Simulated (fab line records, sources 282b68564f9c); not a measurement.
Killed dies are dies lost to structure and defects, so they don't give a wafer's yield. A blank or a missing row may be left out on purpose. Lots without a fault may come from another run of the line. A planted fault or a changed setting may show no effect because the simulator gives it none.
Problem report in the 8D (eight disciplines) form, filled by code | flow rit_cmos | the parts of the form that need people (team, actions taken, sign-off) are left out

1. THE PROBLEM
ACTIVE_NITRIDE_THK at RIT_ACTIVE_THK_MEAS_04 reads a mean of 253.2 nm on 3 wafers of 1 lot; wafers without a fault read 150.2 nm with a standard deviation of 1.2. That is +86 standard deviations from the usual mean.
First seen on wafer L207.1, day 3 05:32, on film_metro-03. The record holds 39 wafers of 13 lots with a number at this step. Rule for "out", or "out of limits": more than 4 standard deviations from the usual mean. The other wafers with a number count as sound.

2. WHAT IT IS AND WHAT IT IS NOT
question                    | is                     | is not
which readings at this step | ACTIVE_NITRIDE_THK     | -
which lots                  | L207                   | L199, L200, L201, L202, L206, L209, L213, L215, L219, L220, L221, L222
which wafers of those lots  | all that have a number | -
read on which gauges        | film_metro-03          | film_metro-02, film_metro-04
when                        | from day 3 05:32       | up to then (15 sound wafers); but 21 sound wafers of L209, L213, L215, L219, L220, L221, L222 came after

3. SUSPECTS, AND WHAT RULES EACH OUT
Counting: a tool at a process step up to the reading stays a suspect if it ran every lot that is out and no sound lot after the first of them.
- the gauge at RIT_ACTIVE_THK_MEAS_04: ruled out. All the wafers that are out were read on film_metro-03, but those of them that RIT_ACTIVE_CVD_03 has rows for are out there too, on other tools.
- lpcvd-02 at RIT_ACTIVE_CVD_03 (deposits Si3N4 from SiH2Cl2/NH3, target thk 150 nm, time 1500 s): ruled out as a lasting fault. Sound lots L220 ran on it after its first lot that is out, L207 (day 3 04:07).
Left after counting: nothing in the record.

4. THE CAUSE (what the simulator had put in)
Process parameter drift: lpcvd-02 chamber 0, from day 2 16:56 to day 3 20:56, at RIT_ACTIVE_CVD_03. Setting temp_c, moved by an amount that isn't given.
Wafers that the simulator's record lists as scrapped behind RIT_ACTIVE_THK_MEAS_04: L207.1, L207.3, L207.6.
Counting ruled it out, wrongly: the rule takes a fault to strike every lot that its tool runs from its start on, and this one did not.

5. THE CHAIN OF EFFECTS, in route order
Each row: a reading whose mean over the struck wafers that have a number lies more than 3 standard deviations from the usual. Only readings for which the record gives a usual standard deviation are gone through. hours: the time from each lot's start at the first step in this table that gives one to its start at this step, as a median over the lots. sigmas: the change in usual standard deviations.
hours | step                   | reading               | usual    | on struck wafers | change | sigmas
0     | RIT_ACTIVE_CVD_03      | spike_tc_centre_C     | 811.9 C  | 859.1            | +47.2  | +31
0     | RIT_ACTIVE_CVD_03      | spike_tc_load_C       | 835.6 C  | 878.3            | +42.7  | +21
0     | RIT_ACTIVE_CVD_03      | spike_tc_source_C     | 834.0 C  | 877.5            | +43.5  | +29
0     | RIT_ACTIVE_CVD_03      | susceptor_temp_C      | 810.00 C | 855.03           | +45.03 | +99 or more
0     | RIT_ACTIVE_CVD_03      | zone_power_load_pct   | 23.1 %   | 26.8             | +3.7   | +3.7
0     | RIT_ACTIVE_CVD_03      | zone_power_source_pct | 22.2 %   | 26.5             | +4.3   | +4.7
1     | RIT_ACTIVE_THK_MEAS_04 | ACTIVE_NITRIDE_THK    | 150.2 nm | 253.2            | +103.0 | +86
The process steps in it:
- RIT_ACTIVE_CVD_03: deposits Si3N4 from SiH2Cl2/NH3, target thk 150 nm, time 1500 s.

6. WHAT WOULD HAVE CAUGHT IT SOONER
In this record the first reading out of limits at a measuring or inspecting step was taken at day 3 05:32, 13 hours after the fault began at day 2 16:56.
The tool's own readings at RIT_ACTIVE_CVD_03 were out on every struck wafer that the step has a row for (spike_tc_centre_C, spike_tc_load_C, spike_tc_source_C, susceptor_temp_C, zone_power_source_pct): an alarm limit on them would have fired on the first of those.
